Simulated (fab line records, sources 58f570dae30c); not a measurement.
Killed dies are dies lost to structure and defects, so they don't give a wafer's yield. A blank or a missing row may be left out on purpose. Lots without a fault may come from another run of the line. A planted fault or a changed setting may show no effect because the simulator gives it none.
A struck lot beside a sound one | flow berkeley_cmos170 | 14 steps out of a route of 331
Sound: wafers L865.1, L865.4, L865.6. Struck: wafers L867.2, L867.4, L867.5. The cause comes at the end.
At each step with rows: each side's tool, then ch and its chambers, then its first start. Under that, the readings that differ: sound wafers | struck wafers | difference of the means | sigmas: that difference in standard deviations of wafers without a fault.
alike: readings whose means differ by less than 2 such deviations, and words and numbers that are the same on both sides. not compared: withheld readings, readings that some wafer has no value for, bounds like >300 that may hide the same value, and numbers for which the record gives no deviation and whose values overlap.
The two part at a step that has a row with sigmas, a row that says differs or no value, or rows on one side only. Numbers that don't overlap but have no deviation are shown without sigmas and don't part them. A reading that every wafer of one side lacks parts them only if that side has two wafers or more.

UCB170_CONTACT_OVL_MEAS_16:
  sound on overlay-01, day 10 16:31; struck on overlay-02, day 10 19:34
  alike: CONTACT_OVL
UCB170_CONTACT_ETCH_17: etches BARC in N2/H2.
  sound on rie_diel-01 ch 1,2,3, day 10 16:33; struck on rie_diel-04 ch 2,3, day 10 19:35
  alike: drypump_motor_current_A, oes_product_au, rf_fwd_power_W, throttle_valve_pct
UCB170_CONTACT_ETCH_18: etches PSG in CHF3/CF4/Ar, stops on TiSi2, target depth 840 nm, time 195 s.
  sound on rie_diel-01 ch 1,2,3; struck on rie_diel-04 ch 2,3
  alike: drypump_motor_current_A, oes_product_au, rf_fwd_power_W, throttle_valve_pct
  not compared: rf_hours_counter_h
UCB170_CONTACT_STRIP_19: strips in O2.
  sound on plasma_asher-02 ch 0,1, day 10 16:43; struck on plasma_asher-02 ch 0,1, day 10 19:45
  alike: drypump_motor_current_A, oes_product_au
  not compared: rf_hours_counter_h
UCB170_CONTACT_CD_MEAS_90: target cd 700 nm.
  sound on cd_sem-02, day 10 16:49; struck on cd_sem-01, day 10 19:52
  alike: cd_nm
then, 1 step without rows for these wafers: UCB170_CONTACT_CLEAN_20 (cleans in SPM, time 600 s).
UCB170_M1_SPUTTER_00: material Al, target thk 600 nm, time 80 s.
  sound on pvd_sputter-03, day 10 17:07; struck on pvd_sputter-01, day 10 20:10
  alike: throttle_valve_pct
UCB170_M1_RS_MEAS_01: measures by four-point-probe.
  sound on film_metro-02, day 10 17:11; struck on film_metro-02, day 10 20:15
  reading           | sound                | struck               | difference | sigmas
  M1_AL_RS (ohm/sq) | 0.0481 0.0486 0.0482 | 0.0492 0.0495 0.0491 | +0.0010    | +2
UCB170_M1_THK_MEAS_02: measures by xrf.
  sound on film_metro-02, day 10 17:19; struck on film_metro-02, day 10 20:22
  alike: M1_AL_THK
then, 3 steps without rows for these wafers: UCB170_M1_COAT_03; UCB170_M1_COAT_04 (resist thk 900 nm); UCB170_M1_SOFTBAKE_05 (time 60 s).
UCB170_M1_EXPOSE_06: exposes mask METAL1, target cd 700 nm.
  sound on krf_scanner-02 ch 0, day 10 18:08; struck on krf_scanner-02, day 10 21:17
  no value came back on the struck wafers for exposure_dose_mJ_cm2, focus_offset_nm (nm), sigma_outer; on the sound wafers exposure_dose_mJ_cm2 reads 20.987 20.985 20.991
  alike: mask
then, 1 step without rows for these wafers: UCB170_M1_PEB_07.

WHERE THEY PART
First at UCB170_M1_RS_MEAS_01; last, within this record, at UCB170_M1_EXPOSE_06.

WHY: what the simulator had put in
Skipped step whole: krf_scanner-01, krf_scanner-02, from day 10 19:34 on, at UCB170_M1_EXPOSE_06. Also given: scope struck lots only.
